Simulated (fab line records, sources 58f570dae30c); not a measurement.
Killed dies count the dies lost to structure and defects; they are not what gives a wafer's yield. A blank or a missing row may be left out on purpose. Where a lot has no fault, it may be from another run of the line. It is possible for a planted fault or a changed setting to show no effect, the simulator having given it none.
fab line records	flow berkeley-cmos170
record: lots: 5	wafers: 23
route steps=331 shown M2@272 M3@310
start-h: hours from the record's first day to the start of the lot's first wafer shown	wait-h: hours elapsed since this lot's preceding step	" as in the row above	L1.1+2: one row covering several wafers at once	- no value, or no start given	* or withheld: withheld	< > ~ a bound
route shown NAME@n: a module of which the file shows steps, and the number in the route of the first	usual: the fault-free wafers' mean and standard deviation	same: alike in all rows	chamber/n: place in a boat	sites: the reading at each site	_std_site: how widely they spread, as a standard deviation	_edge_site: the outer-site mean with the inner-site mean subtracted	radius-mm: for every site, how far away it sits from the centre of the wafer	mask NAME#n: copy n	behind: the most recent tool/chamber to have shaped the wafer	hold: why the lot went on hold/how many hours it stayed there/how the hold came to an end	device: whichever transistor did not switch (one of n, p or np)	end of line: the same wafers' tests at the end of the route	for a step that has no rows: nothing shown but its recipe	killed: the dies lost at the first sort to structure and to defects; this is not the yield of the wafer	map: a wafer's dies, marking killed ones x, the rest . and places with no die _
set.NAME: the setting that was run; set.NAME@STEP: the one run at that earlier step	model.NAME: the simulator's own value behind a step, which no gauge read
lots where settings were altered on purpose, with a table for each step and a row for each wafer
== steps ==
step: UCB170_M2_SPUTTER_01
recipe: material: Al	target-thk-nm: 900	time-s: 120	power-w: 6000	chamber-pressure-pa: 0.5
lot.wafer	tool	chamber	start-h	wait-h	set.time-s	model.Al_of_M2_SPUTTER_01.thk-nm
L076.1	pvd-sputter-01	-	161.96	0.0	113.7	858.6
L076.2	"	-	"	"	113.7	857.4
L076.3	"	-	"	"	120	888.2
L076.4	"	-	"	"	113.7	845.4
L076.5	"	-	"	"	120	904.1
L075.2	pvd-sputter-03	-	162.08	0.0	120	903.1
L075.3	"	-	"	"	120	910.6
L075.4	"	-	"	"	132.7	986.7
L075.5	"	-	"	"	120	881.5
L075.6	"	-	"	"	132.7	1018
L077.2	pvd-sputter-01	-	174.36	0.0	120	888.3
L077.4	"	-	"	"	120	890.9
L077.6	"	-	"	"	120	889.7
L081.1	pvd-sputter-01	-	193.99	0.0	130.9	970.8
L081.3	"	-	"	"	130.9	982.4
L081.4	"	-	"	"	130.9	968.4
L081.5	"	-	"	"	120	896.7
L081.6	"	-	"	"	120	895.4
L083.2	pvd-sputter-01	-	196.62	0.0	109	820.4
L083.3	"	-	"	"	120	901.4
L083.4	"	-	"	"	109	820.2
L083.5	"	-	"	"	120	902.7
L083.6	"	-	"	"	109	817
step: UCB170_M2_RS_MEAS_02
recipe: thk-meas-gauge: four-point-probe	reads: Al_of_M2_SPUTTER_01
usual: M2_AL_RS: 0.0324/0.00038
lot.wafer	tool	chamber	start-h	wait-h	set.time-s@M2_SPUTTER_01	M2_AL_RS[ohm/sq]
L076.1	film-metro-01	-	162.04	0.0	113.7	0.0337
L076.2	"	-	"	"	113.7	0.0338
L076.3	"	-	"	"	120	0.0326
L076.4	"	-	"	"	113.7	0.0342
L076.5	"	-	"	"	120	0.0320
L075.2	film-metro-04	-	162.18	0.1	120	0.0320
L075.3	"	-	"	"	120	0.0318
L075.4	"	-	"	"	132.7	0.0293
L075.5	"	-	"	"	120	0.0329
L075.6	"	-	"	"	132.7	0.0284
L077.2	film-metro-04	-	174.47	0.1	120	0.0326
L077.4	"	-	"	"	120	0.0325
L077.6	"	-	"	"	120	0.0325
L081.1	film-metro-02	-	194.08	0.0	130.9	0.0299
L081.3	"	-	"	"	130.9	0.0294
L081.4	"	-	"	"	130.9	0.0298
L081.5	"	-	"	"	120	0.0323
L081.6	"	-	"	"	120	0.0323
L083.2	film-metro-02	-	196.72	0.1	109	0.0353
L083.3	"	-	"	"	120	0.0322
L083.4	"	-	"	"	109	0.0354
L083.5	"	-	"	"	120	0.0321
L083.6	"	-	"	"	109	0.0355
step: UCB170_M2_THK_MEAS_03
recipe: thk-meas-gauge: xrf	reads: Al_of_M2_SPUTTER_01
usual: M2_AL_THK: 887/11
lot.wafer	tool	chamber	start-h	wait-h	set.time-s@M2_SPUTTER_01	M2_AL_THK[nm]
L076.1	film-metro-01	-	162.16	0.1	113.7	849
L076.2	"	-	"	"	113.7	852
L076.3	"	-	"	"	120	882
L076.4	"	-	"	"	113.7	838
L076.5	"	-	"	"	120	898
L075.2	film-metro-04	-	162.29	0.1	120	900
L075.3	"	-	"	"	120	897
L075.4	"	-	"	"	132.7	981
L075.5	"	-	"	"	120	874
L075.6	"	-	"	"	132.7	1000
L077.2	film-metro-04	-	174.58	0.1	120	875
L077.4	"	-	"	"	120	886
L077.6	"	-	"	"	120	875
L081.1	film-metro-02	-	194.20	0.1	130.9	965
L081.3	"	-	"	"	130.9	977
L081.4	"	-	"	"	130.9	964
L081.5	"	-	"	"	120	888
L081.6	"	-	"	"	120	890
L083.2	film-metro-02	-	196.83	0.1	109	818
L083.3	"	-	"	"	120	895
L083.4	"	-	"	"	109	814
L083.5	"	-	"	"	120	897
L083.6	"	-	"	"	109	814
step: UCB170_M2_DEVELOP_14
recipe: developer: TMAH	develop-time-s: 45	resist: KrF	dev-temp-c: 21
lot.wafer	tool	chamber	start-h	wait-h	set.dev-temp-c
L076.1+2+5	litho-track-04	0	-	-	21
L076.3+4	"	0	"	"	19.45
L075.2+4	litho-track-03	0	-	-	18.71
L075.3+5+6	"	0	"	"	21
L077.2+4+6	litho-track-03	0	-	-	21
L081.1+4+6	litho-track-01	0	-	-	21
L081.3+5	"	0	"	"	19.02
L083.2+3+5	litho-track-03	0	-	-	23.19
L083.4+6	"	0	"	"	21
step: UCB170_M2_ETCH_17
recipe: chemistry: N2/H2	target-depth-a: withheld	overetch-a: withheld	target: BARC	time-s: withheld	source-w: 500	bias-w: 100	pressure-mtorr: 30	n2-flow-sccm: 100	h2-flow-sccm: 200
step: UCB170_M2_METAL_ETCH_18
recipe: chemistry: Cl2/BCl3	target: Al	stop-on: SiO2	pressure-mtorr: 12	target-depth-a: 11700	over-etch-frac: 0.3	time-s: 195	icp-w: 600	bias-w: 120	Cl2_flow_sccm: 90	bcl3-flow-sccm: 45
usual: oes-product-au: 0.861/0.013
lot.wafer	tool	chamber	start-h	wait-h	set.time-s@M2_SPUTTER_01	oes-product-au
L076.1	rie-metal-04	0	164.77	-	113.7	0.850
L076.2	"	1	"	"	113.7	0.843
L076.3	"	1	"	"	120	0.853
L076.4	"	0	"	"	113.7	0.836
L076.5	"	1	"	"	120	0.865
L075.2	rie-metal-03	0	164.98	-	120	0.846
L075.3	"	1	"	"	120	0.875
L075.4	"	0	"	"	132.7	0.884
L075.5	"	1	"	"	120	0.854
L075.6	"	0	"	"	132.7	0.900
L077.2	rie-metal-04	1	177.24	-	120	0.861
L077.4	"	1	"	"	120	0.852
L077.6	"	0	"	"	120	0.862
L081.1	rie-metal-04	1	196.73	-	130.9	0.907
L081.3	"	1	"	"	130.9	0.900
L081.4	"	0	"	"	130.9	0.907
L081.5	"	1	"	"	120	0.856
L081.6	"	0	"	"	120	0.863
L083.2	rie-metal-03	1	202.84	-	109	0.821
L083.3	"	1	"	"	120	0.866
L083.4	"	0	"	"	109	0.808
L083.5	"	1	"	"	120	0.863
L083.6	"	0	"	"	109	0.789
step: UCB170_M3_SPUTTER_01
recipe: material: Al	target-thk-nm: 900	time-s: 120	power-w: 6000	chamber-pressure-pa: 0.5
lot.wafer	tool	chamber	start-h	wait-h	set.power-w	model.Al_of_M3_SPUTTER_01.thk-nm
L076.1	pvd-sputter-03	-	167.86	0.0	6000	907.9
L076.2	"	-	"	"	6000	896.9
L076.3	"	-	"	"	6000	898.6
L076.4	"	-	"	"	5509	816
L076.5	"	-	"	"	5509	830
L075.2	pvd-sputter-04	-	168.07	0.0	6369	953.7
L075.3	"	-	"	"	6000	887.3
L075.4	"	-	"	"	6369	947.5
L075.5	"	-	"	"	6369	949.4
L075.6	"	-	"	"	6000	910.1
L077.2	pvd-sputter-01	-	180.56	0.0	6000	902
L077.4	"	-	"	"	6000	902.3
L077.6	"	-	"	"	6000	897.3
L081.1	pvd-sputter-04	-	200.33	0.0	6401	961.5
L081.3	"	-	"	"	6000	922.1
L081.4	"	-	"	"	6000	896.5
L081.5	"	-	"	"	6000	896.7
L081.6	"	-	"	"	6401	960.7
L083.2	pvd-sputter-03	-	206.48	0.0	6350	945.6
L083.3	"	-	"	"	6000	885.8
L083.4	"	-	"	"	6000	893
L083.5	"	-	"	"	6350	939.2
L083.6	"	-	"	"	6350	939.8
step: UCB170_M3_RS_MEAS_02
recipe: thk-meas-gauge: four-point-probe	reads: Al_of_M3_SPUTTER_01
usual: M3_AL_RS: 0.0322/0.00033
lot.wafer	tool	chamber	start-h	wait-h	set.power-w@M3_SPUTTER_01	M3_AL_RS[ohm/sq]
L076.1	film-metro-03	-	167.94	0.0	6000	0.0319
L076.2	"	-	"	"	6000	0.0323
L076.3	"	-	"	"	6000	0.0322
L076.4	"	-	"	"	5509	0.0355
L076.5	"	-	"	"	5509	0.0350
L075.2	film-metro-04	-	168.17	0.1	6369	0.0303
L075.3	"	-	"	"	6000	0.0326
L075.4	"	-	"	"	6369	0.0305
L075.5	"	-	"	"	6369	0.0305
L075.6	"	-	"	"	6000	0.0318
L077.2	film-metro-01	-	180.67	0.1	6000	0.0321
L077.4	"	-	"	"	6000	0.0321
L077.6	"	-	"	"	6000	0.0322
L081.1	film-metro-03	-	200.41	0.0	6401	0.0301
L081.3	"	-	"	"	6000	0.0314
L081.4	"	-	"	"	6000	0.0323
L081.5	"	-	"	"	6000	0.0323
L081.6	"	-	"	"	6401	0.0302
L083.2	film-metro-01	-	206.58	0.1	6350	0.0306
L083.3	"	-	"	"	6000	0.0328
L083.4	"	-	"	"	6000	0.0324
L083.5	"	-	"	"	6350	0.0308
L083.6	"	-	"	"	6350	0.0308
step: UCB170_M3_THK_MEAS_03
recipe: thk-meas-gauge: xrf	reads: Al_of_M3_SPUTTER_01
usual: M3_AL_THK: 890/9.1
lot.wafer	tool	chamber	start-h	wait-h	set.power-w@M3_SPUTTER_01	M3_AL_THK[nm]
L076.1	film-metro-03	-	168.06	0.1	6000	899
L076.2	"	-	"	"	6000	889
L076.3	"	-	"	"	6000	890
L076.4	"	-	"	"	5509	807
L076.5	"	-	"	"	5509	819
L075.2	film-metro-04	-	168.28	0.1	6369	947
L075.3	"	-	"	"	6000	879
L075.4	"	-	"	"	6369	943
L075.5	"	-	"	"	6369	935
L075.6	"	-	"	"	6000	899
L077.2	film-metro-01	-	180.78	0.1	6000	899
L077.4	"	-	"	"	6000	900
L077.6	"	-	"	"	6000	896
L081.1	film-metro-03	-	200.53	0.1	6401	947
L081.3	"	-	"	"	6000	906
L081.4	"	-	"	"	6000	884
L081.5	"	-	"	"	6000	884
L081.6	"	-	"	"	6401	945
L083.2	film-metro-01	-	206.69	0.1	6350	946
L083.3	"	-	"	"	6000	887
L083.4	"	-	"	"	6000	895
L083.5	"	-	"	"	6350	936
L083.6	"	-	"	"	6350	939
== key ==
split: step: UCB170_M2_SPUTTER_01	setting: time-s	stated: 120	by: wafer
response: step: UCB170_M2_SPUTTER_01	reading: model.Al_of_M2_SPUTTER_01.thk-nm	change: +9.11	per: 1%	r: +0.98
response: step: UCB170_M2_RS_MEAS_02	reading: M2_AL_RS	change: -0.000321	per: 1%	r: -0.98
response: step: UCB170_M2_THK_MEAS_03	reading: M2_AL_THK	change: +9.01	per: 1%	r: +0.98
response: step: UCB170_M2_METAL_ETCH_18	reading: oes-product-au	change: +0.00453	per: 1%	r: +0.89
split: step: UCB170_M2_DEVELOP_14	setting: dev-temp-c	stated: 21	by: wafer
response none clear
split: step: UCB170_M3_SPUTTER_01	setting: power-w	stated: 6000	by: wafer
response: step: UCB170_M3_SPUTTER_01	reading: model.Al_of_M3_SPUTTER_01.thk-nm	change: +8.91	per: 1%	r: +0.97
response: step: UCB170_M3_RS_MEAS_02	reading: M3_AL_RS	change: -0.000321	per: 1%	r: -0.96
response: step: UCB170_M3_THK_MEAS_03	reading: M3_AL_THK	change: +8.88	per: 1%	r: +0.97
